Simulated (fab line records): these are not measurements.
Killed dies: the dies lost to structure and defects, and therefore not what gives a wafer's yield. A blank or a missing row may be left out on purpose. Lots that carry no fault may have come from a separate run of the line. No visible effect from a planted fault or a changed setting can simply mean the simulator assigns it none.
Comparing a struck lot with a sound one	flow rit_cmos	18 out of 202 route steps
Sound: the wafers L838.3, L838.5, L838.6. Struck: wafers L849.1, L849.3, L849.6. The cause is given at the end.
Order at every step that has rows: each side's tool, ch and its chambers, its first start. Under that, the readings that differ: sound wafers	struck wafers	difference of the means	sigmas: that difference in standard deviations of wafers without a fault.
alike: a reading whose means differ by less than 2 such deviations, as well as words and numbers matching on both sides. not compared: withheld readings; readings where some wafer has no value; bounds like >300 that might hide an equal value; numbers whose values overlap and for which the record gives no deviation.
Wherever a step has rows on one side only, a row that says differs or no value, or a row with sigmas, the two part there. Numbers that don't overlap but have no deviation are shown without sigmas and don't part them. A reading that every wafer of one side lacks parts them only if that side has two wafers or more.

RIT_M1_RS_MEAS_01: measurement is done with a four-point probe.
  sound: film_metro-02 at day 3 11:22; struck: film_metro-04 at day 5 18:44
  alike: M1_AL_RS
RIT_M1_THK_MEAS_02: measures by xrf.
  sound: film_metro-02 at day 3 11:28; struck: film_metro-04 at day 5 18:51
  alike: M1_AL_THK
then, 6 steps without rows for these wafers: RIT_M1_HMDS_03 (prime time 60 s); RIT_M1_COAT_04 (resist thk 1300 nm); RIT_M1_SOFTBAKE_05 (time 60 s); RIT_M1_EXPOSE_06 (exposes mask M12, target cd 2600 nm); RIT_M1_PEB_07; RIT_M1_DEVELOP_08 (develop time 68 s).
RIT_M1_CD_MEAS_09: the cd target is 2600 nm.
  sound: cd_sem-02 at day 3 12:37; struck: cd_sem-02 at day 5 20:07
  alike: cd_nm
RIT_M1_OVL_MEAS_10:
  sound: overlay-01 at day 3 12:42; struck: overlay-01 at day 5 20:14
reading	sound	struck	difference	sigmas
M1_OVL (nm)	2.5 1.3 0.4	-1.4 -2.1 -1.4	-3.0	-2
then, 1 step without rows for these wafers: RIT_M1_HARDBAKE_11 (time 120 s).
RIT_M1_METAL_ETCH_12: etches Al in Cl2/BCl3, stops on SiO2, time 165 s, target depth 600 nm.
  sound on rie_metal-03 ch 0,1, day 3 13:02; struck on rie_metal-04 ch 0,1, day 5 20:31
  alike: drypump_motor_current_A, oes_product_au, throttle_valve_pct
  not compared: rf_hours_counter_h
RIT_M1_STRIP_13: strips in nmp, time 600 s.
  sound on wet_bench-03 ch 3, day 3 13:08; struck on wet_bench-01 ch 1, day 5 20:40
RIT_M1_STRIP_14: strips in O2, time 180 s.
  sound on plasma_asher-02 ch 0,1, day 3 13:23; struck on plasma_asher-01 ch 0,1, day 5 20:51
  alike: drypump_motor_current_A
  not compared: rf_hours_counter_h
RIT_M1_CD_MEAS_90: the cd target is 2600 nm.
  sound: cd_sem-01 at day 3 13:32; struck: cd_sem-02 at day 5 21:01
  alike: cd_nm
then, 1 step without rows for these wafers: RIT_M1_ANNEAL_15 (time 1800 s).
RIT_M1_BOW_MEAS_16:
  sound: film_metro-04 at day 3 16:17; struck: film_metro-02 at day 5 23:23
  alike: M1_BOW
RIT_M1_PROBE_99:
  sound: prober-02 at day 3 16:28; struck: prober-01 at day 5 23:31
reading	sound	struck	difference	sigmas
hold	- - -	await_dispo/5.4h/release await_dispo/5.4h/release await_dispo/5.4h/release	no value on the sound wafers	
defect_limited_yield (%)	97.7 98.5 97.3	87.1 87.1 87.5	-10.6	-10
killed_at_M0_to_M3	0 0 0	26 25 26	+26	+99 or more
killed_dies	6 4 7	34 34 33	+28	+9
sort_bin_3_pad_short (%)	0.4 0.4 0.4	1.1 1.1 1.1	+0.7	+3
sort_bin_5_function (%)	1.1 0.8 2.3	8.7 9.8 9.8	+8.0	+10
sort_bin_6_memory (%)	0.8 0.4 0	3.0 1.9 1.5	+1.7	+3
sort_n_pass	258 260 257	230 230 231	-28	-9
sort_yield_pct (%)	97.7 98.5 97.3	87.1 87.1 87.5	-10.6	-10
model.etest.tester.sort_n_pass	258 260 257	230 230 231	-28	
model.etest.tester.sort_yield_pct (%)	97.73 98.48 97.35	87.12 87.12 87.5	-10.61	
model.etest.tester.sort_bin_5_pct (%)	1.136 0.7576 2.273	8.712 9.848 9.848	+8.080	
model.etest.tester.sort_bin_6_pct (%)	0.7576 0.3788 0	3.03 1.894 1.515	+1.77	
model.etest.tester.sort_bin_3_pct (%)	0.3788 0.3788 0.3788	1.136 1.136 1.136	+0.757	
  alike: killed_at_contacts, killed_at_front_end, killed_open, killed_short

== WHERE THEY PART ==
Earliest at RIT_M1_OVL_MEAS_10; latest, in this record, at RIT_M1_PROBE_99.

WHY: the cause the simulator had injected
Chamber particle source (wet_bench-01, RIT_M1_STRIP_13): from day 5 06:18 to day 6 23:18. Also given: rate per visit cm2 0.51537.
